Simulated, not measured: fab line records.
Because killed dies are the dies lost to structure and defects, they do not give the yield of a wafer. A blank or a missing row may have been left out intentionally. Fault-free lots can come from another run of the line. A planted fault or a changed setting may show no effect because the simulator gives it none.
One fault through the eyes of 2 desks | flow rit cmos | only its own numbers are on each desk; what lay behind them is given at the end

== TOOL OWNER'S DESK, implanter-01 ==
For each lot that ran on this tool, the mean over its sampled wafers that have a number, from the tool's own readings at RIT_NRETRO_IMPLANT_08. The brackets show how far a lot's mean lies from the usual mean; more than 4 standard deviations puts the lot out of limits, marked OUT.
Columns: A = dose ions cm2 at RIT_NRETRO_IMPLANT_08, usual 1.0003e+13; B = faraday current uA at RIT_NRETRO_IMPLANT_08, usual 31.6
lot  | first seen here | A                    | B
L688 | day 2 16:02     | 9.9990e+12           | 31.5
L689 | day 2 21:12     | 1.0009e+13           | 31.5
L692 | day 3 12:46     | 9.9970e+12           | 31.4
L700 | day 5 07:55     | 1.0999e+13 (+91) OUT | 35.1 (+5.6) OUT
L701 | day 5 11:14     | 1.1010e+13 (+92) OUT | 34.9 (+5.3) OUT
This desk's verdict: out of limits on L700, L701, starting with L700 at day 5 07:55 (dose ions cm2 at RIT_NRETRO_IMPLANT_08). L688, L689, L692: within limits.

== AT THE METROLOGY DESK ==
Means of the sampled wafers that have a number, per lot and without regard to the tool the lot ran on: this is what the gauges read. The brackets show how far a lot's mean lies from the usual mean; more than 4 standard deviations puts the lot out of limits, marked OUT.
Columns: A = NRETRO_TW at RIT_NRETRO_TW_MEAS_10, usual 1050; B = M1_AL_THK at RIT_M1_THK_MEAS_02, usual 410 nm
lot  | first seen here | A               | B
L686 | day 2 06:38     | 1054            | 409
L687 | day 2 10:41     | 1052            | 418
L688 | day 2 16:22     | 1046            | 411
L689 | day 2 21:31     | 1048            | 416
L690 | day 3 04:17     | 1047            | 404
L692 | day 3 13:05     | 1048            | 409
L693 | day 3 17:10     | 1042            | 410
L694 | day 3 23:14     | 1049            | 403
L700 | day 5 08:14     | 1079 (+7.2) OUT | 415
L701 | day 5 11:33     | 1085 (+8.8) OUT | 412
L702 | day 5 16:41     | 1047            | 411
L703 | day 5 21:53     | 1046            | 412
L705 | day 6 08:31     | 1042            | 409
L706 | day 6 12:04     | 1054            | 407
This desk reports L700, L701 out of limits; the earliest was L700 at day 5 08:14 (NRETRO_TW at RIT_NRETRO_TW_MEAS_10). L686, L687, L688, L689, L690, L692, L693, L694, L702, L703, L705, L706: within limits.

== TAKEN TOGETHER ==
On L700, L701, at day 5 07:55, an alarm was possible from the tool owner's desk.
Metrology desk: alarm possible at day 5 08:14 on L700, L701.
All the named lots went through RIT_NRETRO_IMPLANT_08 on implanter-01.

== WHAT THE SIMULATOR HAD INSERTED ==
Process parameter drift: implanter-01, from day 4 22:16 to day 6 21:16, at RIT_NRETRO_IMPLANT_08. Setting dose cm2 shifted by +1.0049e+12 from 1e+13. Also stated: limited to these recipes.
Struck lots among those shown: L700, L701.
Delay (hours) between the fault's onset and each desk's first out-of-limits reading: 10 at the tool owner's desk, 10 at the metrology desk.
